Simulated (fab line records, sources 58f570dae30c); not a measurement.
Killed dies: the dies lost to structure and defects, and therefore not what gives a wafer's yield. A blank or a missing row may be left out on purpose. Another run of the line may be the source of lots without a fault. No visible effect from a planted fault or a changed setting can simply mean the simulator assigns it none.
What tool caused it? :: flow berkeley cmos170 :: 38 wafers from 13 lots sampled at 3 of the route's 331 steps

== WHAT EACH GAUGE READ, for each wafer ==
UCB170_NWELL_THK_MEAS_05.
lot: L637
measured: day 2 04:46
on: film metro-03
NWELL_NITRIDE_THK (nm): 220.4 221.3 221.8

lot: L638
measured: day 2 18:31
on: film metro-02
NWELL_NITRIDE_THK (nm): 220.8 219.4 220.3

lot: L639
measured: day 2 18:31
on: film metro-01
NWELL_NITRIDE_THK (nm): 221.0 222.8 222.2

lot: L640
measured: day 3 22:35
on: film metro-02
NWELL_NITRIDE_THK (nm): 225.7 224.9 225.2

lot: L644
measured: day 4 05:20
on: film metro-01
NWELL_NITRIDE_THK (nm): 218.2 222.2 221.1

lot: L642
measured: day 4 05:24
on: film metro-03
NWELL_NITRIDE_THK (nm): 221.5 222.1 220.8

lot: L650
measured: day 5 14:37
on: film metro-02
NWELL_NITRIDE_THK (nm): 222.2 223.7

lot: L655
measured: day 6 06:34
on: film metro-01
NWELL_NITRIDE_THK (nm): 221.9 221.8 223.1

lot: L654
measured: day 6 06:34
on: film metro-02
NWELL_NITRIDE_THK (nm): 226.1 223.8 225.1

lot: L656
measured: day 6 12:08
on: film metro-02
NWELL_NITRIDE_THK (nm): 218.7 218.7 218.2

lot: L658
measured: day 7 01:51
on: film metro-03
NWELL_NITRIDE_THK (nm): 226.2 225.2 225.4

lot: L659
measured: day 7 01:51
on: film metro-01
NWELL_NITRIDE_THK (nm): 220.5 220.8 220.4

lot: L660
measured: day 7 10:32
on: film metro-03
NWELL_NITRIDE_THK (nm): 219.7 221.0 219.8

UCB170_PWELL_THK_MEAS_06.
lot: L637
measured: day 3 19:04
on: film metro-02
PWELL_NITRIDE_THK (nm): 219.7 220.8 218.7

lot: L638
measured: day 4 02:43
on: film metro-01
PWELL_NITRIDE_THK (nm): 218.7 218.6 219.2

lot: L639
measured: day 4 02:43
on: film metro-02
PWELL_NITRIDE_THK (nm): 216.4 216.9 216.4

lot: L640
measured: day 5 06:04
on: film metro-02
PWELL_NITRIDE_THK (nm): 221.4 220.1 221.1

lot: L644
measured: day 5 12:47
on: film metro-01
PWELL_NITRIDE_THK (nm): 216.1 218.4 216.5

lot: L642
measured: day 5 12:44
on: film metro-04
PWELL_NITRIDE_THK (nm): 218.1 220.5 218.6

lot: L650
measured: day 6 14:53
on: film metro-04
PWELL_NITRIDE_THK (nm): 216.8 216.4

lot: L655
measured: day 7 03:46
on: film metro-04
PWELL_NITRIDE_THK (nm): 219.3 220.1 218.8

lot: L654
measured: day 7 03:47
on: film metro-02
PWELL_NITRIDE_THK (nm): 217.6 216.2 218.0

lot: L656
measured: day 7 11:31
on: film metro-02
PWELL_NITRIDE_THK (nm): 217.9 218.3 218.0

lot: L658
measured: day 7 21:28
on: film metro-02
PWELL_NITRIDE_THK (nm): 215.5 219.1 214.9

lot: L659
measured: day 7 21:28
on: film metro-01
PWELL_NITRIDE_THK (nm): 219.0 217.3 220.5

lot: L660
measured: day 8 07:13
on: film metro-01
PWELL_NITRIDE_THK (nm): 220.1 219.7 221.1

UCB170_ACTIVE_THK_MEAS_06.
lot: L637
measured: day 5 17:18
on: film metro-03
ACTIVE_NITRIDE_THK (nm): 219.9 218.9 218.8

lot: L638
measured: day 6 00:05
on: film metro-04
ACTIVE_NITRIDE_THK (nm): 218.9 217.8 216.9

lot: L639
measured: day 6 00:05
on: film metro-01
ACTIVE_NITRIDE_THK (nm): 217.0 215.7 216.3

lot: L640
measured: day 6 12:26
on: film metro-04
ACTIVE_NITRIDE_THK (nm): 217.0 215.5 216.6

lot: L644
measured: day 7 01:00
on: film metro-03
ACTIVE_NITRIDE_THK (nm): 217.0 217.1 215.5

lot: L642
measured: day 7 01:00
on: film metro-04
ACTIVE_NITRIDE_THK (nm): 218.7 221.6 221.2

lot: L650
measured: day 7 23:28
on: film metro-04
ACTIVE_NITRIDE_THK (nm): 220.7 221.6

lot: L655
measured: day 8 14:03
on: film metro-03
ACTIVE_NITRIDE_THK (nm): 215.1 216.7 217.8

lot: L654
measured: day 8 14:04
on: film metro-01
ACTIVE_NITRIDE_THK (nm): 217.7 218.6 217.8

lot: L656
measured: day 9 00:24
on: film metro-04
ACTIVE_NITRIDE_THK (nm): 219.9 220.0 219.2

lot: L658
measured: day 9 13:44
on: film metro-01
ACTIVE_NITRIDE_THK (nm): 220.6 221.8 221.4

lot: L659
measured: day 9 20:47
on: film metro-04
ACTIVE_NITRIDE_THK (nm): 217.8 217.3 219.0

lot: L660
measured: day 10 03:41
on: film metro-03
ACTIVE_NITRIDE_THK (nm): 221.4 222.3 220.9

== WHAT TOOL EACH LOT RAN ON (gives the tool, then ch and the chambers of the sampled wafers, and finally the start) ==
Before these readings, the record contains no process step.

== WHAT THE TOOLS THEMSELVES READ (means of the sampled wafers that have a number; where no wafer has one, the mark that the record gives instead) ==
The record holds no such reading with a usual standard deviation.

== THE ANSWER, worked out from the rows above alone ==
Rule: the lots themselves supply what counts as usual. The widest of any qualifying gaps counts: lots, ordered by their means at a reading, are off when they make up no more than a third of the lots, leave a main group of 4 or more, and stand apart from it by 3 or more times the standard deviation of that group's means. A main group is skipped when, at the precision printed for the reading in the tables above, its means are all equal. Also off: a lot with no number at a reading for which 4 or more lots have one. Where the step has rows for the other lots, those lots are counted as sound. Order of review: gauges by route order, followed by the tools' own readings, for which a lot's mean as printed above is used. The first step at which some lot is off is used, and at that step the reading that is off furthest; a lot without a number counts as furthest.
No lot is off on any of the readings shown, so nothing can be concluded from this.

== WHAT THE SIMULATOR HAD INSERTED ==
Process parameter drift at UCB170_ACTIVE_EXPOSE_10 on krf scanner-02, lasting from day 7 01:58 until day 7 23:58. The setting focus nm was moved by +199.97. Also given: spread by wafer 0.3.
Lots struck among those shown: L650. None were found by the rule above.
